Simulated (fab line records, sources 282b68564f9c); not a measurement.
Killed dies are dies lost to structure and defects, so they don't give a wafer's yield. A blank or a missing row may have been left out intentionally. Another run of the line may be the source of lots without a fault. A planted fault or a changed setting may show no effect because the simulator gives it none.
A struck lot beside a sound one	flow rit_cmos	15 steps out of a route of 202
Sound: wafers L455.1, L455.4, L455.6. Struck: wafer L465.1 (left out: L465.5, L465.6 of the same lot, which were not struck); the cause appears at the end.
At each step with rows: each side's tool, then ch and its chambers, then its first start. Under that, the readings that differ: sound wafers	struck wafers	difference of the means	sigmas: that difference in standard deviations of wafers without a fault.
alike: a reading whose means differ by less than 2 such deviations, as well as words and numbers matching on both sides. not compared: withheld readings; readings where some wafer has no value; bounds like >300 that might hide an equal value; numbers whose values overlap and for which the record gives no deviation.
The two part at a step that has a row with sigmas, a row that says differs or no value, or rows on one side only. Non-overlapping numbers with no deviation appear without sigmas and do not part them. Lack of a reading on every wafer of one side parts them only where that side has two or more wafers.

RIT_SILICIDE_RTA_06: time 10 s, ramp up 5 s, ramp down 10 s.
  sound on rtp_anneal-01 ch 0, day 3 17:50; struck on rtp_anneal-01 ch 0, day 5 19:52
  alike: wafer_temp_C_max
RIT_CONTACT_CVD_00: deposits SiO2 from TEOS, target thk 400 nm, time 61 s.
  sound on pecvd-04 ch 0,1,2, day 3 17:54; struck on pecvd-02 ch 2, day 5 19:56
  alike: heater_power_w, rf_fwd_power_W
RIT_CONTACT_THK_MEAS_01:
  sound: film_metro-04 at day 3 17:57; struck: film_metro-03 at day 5 19:59
  alike: CONTACT_TEOS_THK
then, 6 steps without rows for these wafers: RIT_CONTACT_HMDS_02 (prime time 60 s); RIT_CONTACT_COAT_03 (resist thk 1000 nm); RIT_CONTACT_SOFTBAKE_04 (time 60 s); RIT_CONTACT_EXPOSE_05 (exposes mask M11, target cd 1000 nm); RIT_CONTACT_PEB_06; RIT_CONTACT_DEVELOP_07 (develop time 120 s).
RIT_CONTACT_CD_MEAS_08: the cd target is 1000 nm.
  sound: cd_sem-01 at day 3 19:06; struck: cd_sem-01 at day 5 21:09
  alike: cd_nm
RIT_CONTACT_OVL_MEAS_09:
  sound: overlay-01 at day 3 19:13; struck: overlay-01 at day 5 21:16
  alike: CONTACT_OVL
then, 1 step without rows for these wafers: RIT_CONTACT_HARDBAKE_10 (time 60 s).
RIT_CONTACT_ETCH_11: etches SiO2 in CHF3/CF4/Ar, stops on TiSi2, target depth 480 nm, time 320 s.
  sound on rie_diel-01 ch 2,3, day 3 19:25; struck on rie_diel-01 ch 2, day 5 21:32
reading	sound	struck	difference	sigmas
over_etch_frac	0.2 0.2 0.2	0.7	+0.5	
model.NOVOLAK_of_CONTACT_COAT_03.thk_nm (nm)	772 767.3 769.9	725.6	-44.1	
  alike: cf4_flow_sccm, chamber_pressure_mTorr, drypump_motor_current_A, oes_product_au, rf_fwd_power_W, throttle_valve_pct
  not compared: rf_hours_counter_h
RIT_CONTACT_STRIP_12: strips in O2, time 180 s.
  sound on plasma_asher-02 ch 0, day 3 19:36; struck on plasma_asher-03 ch 1, day 5 21:43
  alike: chamber_pressure_mTorr, drypump_motor_current_A
  not compared: rf_hours_counter_h
RIT_M1_PROBE_99:
  sound: prober-02 at day 4 00:25; struck: prober-02 at day 6 02:31
reading	sound	struck	difference	sigmas
model.etest.nmos_0p15.junction_log10_a_um	-13.81 -13.46 -13.51	-11.57	+2.02	
model.etest.nmos_narrow.off_log10_a_um	-13.33 -13.33 -13.38	-11.56	+1.79	
model.etest.gate_end_array.leak_log10_a_um	-12.92 -12.96 -12.96	-11.43	+1.52	
model.etest.nmos_0p3.off_log10_a_um	-13.1 -13.2 -13.13	-11.56	+1.58	
model.etest.contact_diode_array.leak_log10_a (angstrom)	-9.325 -9.442 -9.438	-8.309	+1.093	
model.etest.pmos_0p15.junction_log10_a_um	-13.71 -13.86 -13.71	-12.55	+1.21	
model.etest.antenna_contact.gate_log10_a_cm2	-6.773 -6.737 -7.031	-6.221	+0.626	
model.etest.pmos_0p3.off_log10_a_um	-13.07 -13.06 -13.05	-12.44	+0.62	
  alike: killed_at_front_end, killed_dies, killed_open, killed_short

WHERE THEY PART
Nowhere in this record.

WHY: what had been put in by the simulator
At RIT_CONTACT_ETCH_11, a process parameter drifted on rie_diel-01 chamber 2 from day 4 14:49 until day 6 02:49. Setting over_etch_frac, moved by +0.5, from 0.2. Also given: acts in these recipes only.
